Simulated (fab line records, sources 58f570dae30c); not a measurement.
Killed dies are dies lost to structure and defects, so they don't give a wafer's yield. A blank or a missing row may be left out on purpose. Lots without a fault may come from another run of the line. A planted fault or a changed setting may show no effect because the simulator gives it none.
fab line records | flow berkeley_cmos170
record lots=5 wafers=23
route steps=331 shown M2@289 M3@322
start_h: hours from the record's first day to the start of the lot's first wafer shown | wait_h: hours since the lot's step before | " the same as in the row above | L1.1+2: a row that stands for several wafers | - no value, or no start given | * or withheld: withheld | < > ~ a bound
route shown NAME@n: a module of which the file shows steps, and the number in the route of the first | usual: mean/standard deviation of fault-free wafers | same: alike in all rows | chamber/n: place in a boat | sites: the reading at each site | _std_site: their standard deviation | _edge_site: outer sites' mean less inner sites' | radius_mm: how far each site lies from the wafer's centre | mask NAME#n: copy n | behind: the tool/chamber that last shaped the wafer | hold: why the lot was held/for how many hours/how that ended | device: the transistor (n, p or np) that didn't switch | end of line: the same wafers' tests at the end of the route | a step without rows: its recipe alone | killed: dies lost to structure and defects at the first sort, not the wafer's yield | map: a wafer's dies, x killed, . not, _ none there
set.NAME: the setting as run; set.NAME@STEP: as run at that earlier step | model.NAME: the simulator's own value behind a step, which no gauge read
lots whose settings were changed on purpose; a table a step, a row a wafer
## steps
# step UCB170_M2_METAL_ETCH_18
# recipe chemistry=Cl2/BCl3 target=Al stop_on=SiO2 pressure_mtorr=12 target_depth_a=11700 over_etch_frac=0.3 time_s=195 icp_w=600 bias_w=120 Cl2_flow_sccm=90 bcl3_flow_sccm=45
# usual oes_product_au=0.849/0.018
# columns lot.wafer tool chamber start_h wait_h set.time_s oes_product_au model.KrF_of_M2_COAT_10.thk_nm model.M2.cd_nm model.SiO2_of_V1_CVD_00.thk_nm
L075.1 rie_metal-03 0 156.56 - 166.8 0.912 319.8 706.8 947.5
L075.2 " 1 " " 195 0.865 230.3 697.1 939.2
L075.3 " 0 " " 166.8 0.928 325.1 707.9 948.4
L075.5 " 1 " " 166.8 0.932 322.7 706.7 947.5
L075.6 " 0 " " 195 0.848 223.1 701.2 938.1
L081.2 rie_metal-03 0 187.29 - 195 0.825 218.6 699.7 939.1
L081.3 " 0 " " 175.3 0.883 287.2 705.4 945.1
L081.4 " 1 " " 195 0.841 227.3 700.8 938.7
L081.5 " 0 " " 175.3 0.882 286.3 705.3 944.4
L081.6 " 1 " " 195 0.832 226.1 702.8 941
L084.1 rie_metal-04 0 213.49 - 195 0.859 223.5 701.7 937.9
L084.3 " 0 " " 195 0.868 225 701.7 939.1
L084.4 " 1 " " 195 0.847 209.9 700.2 937.7
L084.5 " 1 " " 195 0.849 212.1 699.7 937.2
L084.6 " 0 " " 195 0.865 216.4 699.3 938.8
L085.1 rie_metal-03 1 213.61 - 195 0.850 225.6 700.3 939.1
L085.2 " 0 " " 195 0.825 217.8 701 938.3
L085.3 " 1 " " 184.4 0.866 260.6 704.2 941.2
L085.5 " 0 " " 195 0.833 218.8 698.6 937.5
L085.6 " 1 " " 184.4 0.870 266.7 702.1 941.3
L083.4 rie_metal-01 0 214.09 - 195 0.832 203.7 693.9 939.2
L083.5 " 0 " " 195 0.833 207.7 698.8 938.5
L083.6 " 1 " " 195 0.873 221.6 696.3 940.3
# step UCB170_M2_STRIP_19
# recipe chemistry=O2 power_w=400 pressure_mtorr=3500 platen_temp_c=withheld o2_flow_sccm=400 overash_fraction=0.5
# usual oes_product_au=0.548/0.0095
# columns lot.wafer tool chamber start_h wait_h set.time_s@M2_METAL_ETCH_18 oes_product_au
L075.1 plasma_asher-04 1 156.75 0.1 166.8 0.656
L075.2 " 0 " " 195 0.562
L075.3 " 1 " " 166.8 0.656
L075.5 " 1 " " 166.8 0.658
L075.6 " 0 " " 195 0.551
L081.2 plasma_asher-02 1 187.48 0.1 195 0.557
L081.3 " 1 " " 175.3 0.609
L081.4 " 0 " " 195 0.557
L081.5 " 0 " " 175.3 0.621
L081.6 " 1 " " 195 0.557
L084.1 plasma_asher-04 0 213.68 0.1 195 0.551
L084.3 " 0 " " 195 0.557
L084.4 " 1 " " 195 0.542
L084.5 " 0 " " 195 0.541
L084.6 " 1 " " 195 0.542
L085.1 plasma_asher-02 0 213.80 0.1 195 0.558
L085.2 " 1 " " 195 0.548
L085.3 " 1 " " 184.4 0.591
L085.5 " 1 " " 195 0.559
L085.6 " 0 " " 184.4 0.597
L083.4 plasma_asher-01 0 214.25 0.1 195 0.526
L083.5 " 0 " " 195 0.542
L083.6 " 1 " " 195 0.562
# step UCB170_M2_CD_MEAS_90
# recipe target_cd_nm=700
# usual cd_nm=699.7/1.9
# columns lot.wafer tool chamber start_h wait_h set.time_s@M2_METAL_ETCH_18 cd_nm
L075.1 cd_sem-01 - 156.85 0.1 166.8 706.9
L075.2 " - " " 195 696.9
L075.3 " - " " 166.8 708.2
L075.5 " - " " 166.8 706.7
L075.6 " - " " 195 701.4
L081.2 cd_sem-01 - 187.60 0.1 195 699.8
L081.3 " - " " 175.3 705.6
L081.4 " - " " 195 700.9
L081.5 " - " " 175.3 705.4
L081.6 " - " " 195 702.8
L084.1 cd_sem-02 - 213.78 0.1 195 701.6
L084.3 " - " " 195 701.3
L084.4 " - " " 195 700.1
L084.5 " - " " 195 699.8
L084.6 " - " " 195 698.8
L085.1 cd_sem-02 - 213.90 0.1 195 700.4
L085.2 " - " " 195 701.1
L085.3 " - " " 184.4 704.3
L085.5 " - " " 195 698.2
L085.6 " - " " 184.4 702.3
L083.4 cd_sem-02 - 214.38 0.1 195 694.3
L083.5 " - " " 195 698.8
L083.6 " - " " 195 696.2
# step UCB170_M3_PEB_13
# recipe peb_temp_c=130 peb_time_s=withheld resist=KrF
# columns lot.wafer tool chamber start_h wait_h set.peb_temp_c
L075.1+2+3 litho_track-03 0 161.19 0.1 130
L075.5+6 " 0 " " 128.3
L081.2+3+5 litho_track-01 0 192.04 0.1 130
L081.4+6 " 0 " " 128.6
L084.1+3+4 litho_track-03 0 218.44 0.5 133.2
L084.5+6 " 0 " " 130
L085.1+2+6 litho_track-03 0 218.99 0.4 130
L085.3+5 " 0 " " 131.6
L083.4+5+6 litho_track-04 0 219.39 0.1 130
# step UCB170_M3_DEVELOP_14
# recipe developer=TMAH develop_time_s=45 resist=KrF dev_temp_c=21
# step UCB170_M3_CD_MEAS_15
# recipe target_cd_nm=700
# usual cd_nm=699.7/1.4
# columns lot.wafer tool chamber start_h wait_h set.peb_temp_c@M3_PEB_13 cd_nm
L075.1 cd_sem-02 - 161.47 - 130 699.0
L075.2 " - " " 130 699.5
L075.3 " - " " 130 699.7
L075.5 " - " " 128.3 712.1
L075.6 " - " " 128.3 711.8
L081.2 cd_sem-01 - 192.31 - 130 701.2
L081.3 " - " " 130 700.4
L081.4 " - " " 128.6 709.3
L081.5 " - " " 130 699.5
L081.6 " - " " 128.6 710.1
L084.1 cd_sem-02 - 218.72 - 133.2 679.3
L084.3 " - " " 133.2 678.6
L084.4 " - " " 133.2 680.9
L084.5 " - " " 130 697.6
L084.6 " - " " 130 696.2
L085.1 cd_sem-02 - 219.32 - 130 699.9
L085.2 " - " " 130 702.4
L085.3 " - " " 131.6 692.9
L085.5 " - " " 131.6 692.1
L085.6 " - " " 130 702.4
L083.4 cd_sem-01 - 219.65 - 130 702.5
L083.5 " - " " 130 700.8
L083.6 " - " " 130 701.5
# step UCB170_M3_ETCH_17
# recipe chemistry=N2/H2 target_depth_a=withheld overetch_a=withheld target=BARC time_s=withheld source_w=500 bias_w=100 pressure_mtorr=30 n2_flow_sccm=100 h2_flow_sccm=200
# columns lot.wafer tool chamber start_h wait_h set.source_w set.peb_temp_c@M3_PEB_13 model.M3.cd_nm
L075.1 rie_diel-04 2 161.62 0.0 450.1 130 699.3
L075.2 " 0 " " 500 130 699.5
L075.3 " 1 " " 450.1 130 701.1
L075.5 " 1 " " 500 128.3 712.3
L075.6 " 2 " " 450.1 128.3 712.7
L081.2 rie_diel-04 3 192.45 0.0 500 130 700.9
L081.3 " 1 " " 537 130 699.5
L081.4 " 3 " " 537 128.6 708.8
L081.5 " 2 " " 500 130 698.8
L081.6 " 1 " " 500 128.6 709.7
L084.1 rie_diel-04 1 218.87 0.0 500 133.2 680.3
L084.3 " 2 " " 545.6 133.2 677.1
L084.4 " 3 " " 545.6 133.2 680.2
L084.5 " 2 " " 500 130 697.4
L084.6 " 1 " " 545.6 130 696.4
L085.1 rie_diel-04 3 219.48 0.0 500 130 700.9
L085.2 " 1 " " 482.8 130 702
L085.3 " 2 " " 500 131.6 692.5
L085.5 " 3 " " 500 131.6 692.2
L085.6 " 1 " " 482.8 130 702.6
L083.4 rie_diel-02 2 219.74 0.0 500 130 702.8
L083.5+6 " 0,1 " " 500 130 701.4
# step UCB170_M3_METAL_ETCH_18
# recipe chemistry=Cl2/BCl3 target=Al stop_on=SiO2 pressure_mtorr=12 target_depth_a=11700 over_etch_frac=0.3 time_s=189.2 icp_w=600 bias_w=120 Cl2_flow_sccm=90 bcl3_flow_sccm=45
# columns lot.wafer tool chamber start_h wait_h set.peb_temp_c@M3_PEB_13 model.M3.cd_nm
L075.1 rie_metal-01 0 161.67 - 130 696.2
L075.2 " 1 " " 130 696
L075.3 " 0 " " 130 698
L075.5 " 1 " " 128.3 709.1
L075.6 " 0 " " 128.3 708.6
L081.2 rie_metal-02 1 192.49 - 130 699.7
L081.3 " 1 " " 130 700.4
L081.4 " 0 " " 128.6 711.6
L081.5 " 0 " " 130 700.1
L081.6 " 1 " " 128.6 708.6
L084.1 rie_metal-02 0 218.92 - 133.2 679
L084.3 " 0 " " 133.2 677.9
L084.4 " 1 " " 133.2 674.8
L084.5 " 0 " " 130 696.4
L084.6 " 1 " " 130 692.2
L085.1 rie_metal-04 0 219.52 - 130 702.2
L085.2 " 1 " " 130 699.5
L085.3 " 0 " " 131.6 695
L085.5 " 1 " " 131.6 691.1
L085.6 " 0 " " 130 702.4
L083.4 rie_metal-01 0 219.85 - 130 704.5
L083.5 " 0 " " 130 702.8
L083.6 " 1 " " 130 704.4
# step UCB170_M3_STRIP_19
# recipe chemistry=O2 power_w=400 pressure_mtorr=3500 platen_temp_c=withheld o2_flow_sccm=400 overash_fraction=0.5
# step UCB170_M3_CD_MEAS_90
# recipe target_cd_nm=700
# usual cd_nm=700/3
# columns lot.wafer tool chamber start_h wait_h set.peb_temp_c@M3_PEB_13 cd_nm
L075.1 cd_sem-01 - 161.95 0.1 130 696
L075.2 " - " " 130 696
L075.3 " - " " 130 698
L075.5 " - " " 128.3 709
L075.6 " - " " 128.3 708
L081.2 cd_sem-01 - 192.80 0.1 130 700
L081.3 " - " " 130 700
L081.4 " - " " 128.6 712
L081.5 " - " " 130 700
L081.6 " - " " 128.6 708
L084.1 cd_sem-02 - 219.20 0.1 133.2 679
L084.3 " - " " 133.2 678
L084.4 " - " " 133.2 675
L084.5 " - " " 130 696
L084.6 " - " " 130 692
L085.1 cd_sem-02 - 219.81 0.1 130 702
L085.2 " - " " 130 700
L085.3 " - " " 131.6 695
L085.5 " - " " 131.6 691
L085.6 " - " " 130 703
L083.4 cd_sem-01 - 220.13 0.1 130 704
L083.5 " - " " 130 703
L083.6 " - " " 130 704
## key
split step=UCB170_M2_METAL_ETCH_18 setting=time_s stated=195 by=wafer
response step=UCB170_M2_METAL_ETCH_18 reading=oes_product_au change=-0.00484 per=1% r=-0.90
response step=UCB170_M2_METAL_ETCH_18 reading=model.KrF_of_M2_COAT_10.thk_nm change=-6.61 per=1% r=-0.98
response step=UCB170_M2_METAL_ETCH_18 reading=model.M2.cd_nm change=-0.515 per=1% r=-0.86
response step=UCB170_M2_METAL_ETCH_18 reading=model.SiO2_of_V1_CVD_00.thk_nm change=-0.589 per=1% r=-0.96
response step=UCB170_M2_STRIP_19 reading=oes_product_au change=-0.00657 per=1% r=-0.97
response step=UCB170_M2_CD_MEAS_90 reading=cd_nm change=-0.525 per=1% r=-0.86
split step=UCB170_M3_PEB_13 setting=peb_temp_c stated=130 by=wafer
response step=UCB170_M3_CD_MEAS_15 reading=cd_nm change=-7.68 per=1% r=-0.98
response step=UCB170_M3_ETCH_17 reading=model.M3.cd_nm change=-7.83 per=1% r=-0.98
response step=UCB170_M3_METAL_ETCH_18 reading=model.M3.cd_nm change=-7.55 per=1% r=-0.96
response step=UCB170_M3_CD_MEAS_90 reading=cd_nm change=-7.51 per=1% r=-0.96
split step=UCB170_M3_ETCH_17 setting=source_w stated=500 by=wafer
response none clear
